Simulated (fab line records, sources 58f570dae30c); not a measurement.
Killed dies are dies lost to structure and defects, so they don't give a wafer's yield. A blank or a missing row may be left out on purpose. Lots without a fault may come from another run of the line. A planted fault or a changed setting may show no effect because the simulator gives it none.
Problem report in the 8D (eight disciplines) form, filled by code | flow berkeley_cmos170 | the parts of the form that need people (team, actions taken, sign-off) are left out

1. THE PROBLEM
developer_temp_C at UCB170_ACTIVE_DEVELOP_12 reads a mean of 23.09 C on 6 wafers of 2 lots; wafers without a fault read 21.01 C with a standard deviation of 0.11. That is +19 standard deviations from the usual mean.
The step: develop time 45 s.
First seen on wafer L741.1, day 9 00:00, on litho_track-02. The record holds 42 wafers of 14 lots with a number at this step. Rule for "out", or "out of limits": more than 4 standard deviations from the usual mean. The other wafers with a number count as sound.

2. WHAT IT IS AND WHAT IT IS NOT
question                    | is                     | is not
which readings at this step | developer_temp_C       | -
which lots                  | L741, L742             | L722, L724, L726, L727, L728, L729, L730, L731, L733, L734, L735, L745
which wafers of those lots  | all that have a number | -
read on which tools         | litho_track-02         | litho_track-01
when                        | from day 9 00:00       | up to then (33 sound wafers); but 3 sound wafers of L745 came after

3. SUSPECTS, AND WHAT RULES EACH OUT
Counting: a tool at a process step up to the reading stays a suspect if it ran every lot that is out and no sound lot after the first of them.
- litho_track-02 at UCB170_ACTIVE_DEVELOP_12 (develop time 45 s): kept. It ran every lot that is out, first L741 (day 9 00:00), and no sound lot after that; its last sound lot up to then is L733 (day 6 22:00). Its own readings are out on those wafers: developer_temp_C.
Left after counting: litho_track-02 at UCB170_ACTIVE_DEVELOP_12.

4. THE CAUSE (what the simulator had put in)
Process parameter drift: litho_track-02, from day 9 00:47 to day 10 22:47, at UCB170_ACTIVE_DEVELOP_12. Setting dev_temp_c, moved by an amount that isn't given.
Counting left only this tool.

5. THE CHAIN OF EFFECTS, in route order
Each row: a reading whose mean over the struck wafers that have a number lies more than 3 standard deviations from the usual. Only readings for which the record gives a usual standard deviation are gone through. hours: the time from each lot's start at the first step in this table that gives one to its start at this step, as a median over the lots. sigmas: the change in usual standard deviations.
hours | step                     | reading          | usual   | on struck wafers | change | sigmas
0     | UCB170_ACTIVE_DEVELOP_12 | developer_temp_C | 21.01 C | 23.09            | +2.08  | +19
The process steps in it:
- UCB170_ACTIVE_DEVELOP_12: develop time 45 s.
Later measuring or inspecting steps at which every struck wafer that the step has a row for has a number for every such reading, and none has moved that far: UCB170_ACTIVE_CD_MEAS_13.

6. WHAT WOULD HAVE CAUGHT IT SOONER
In this record the first reading out of limits was taken at day 9 00:00.
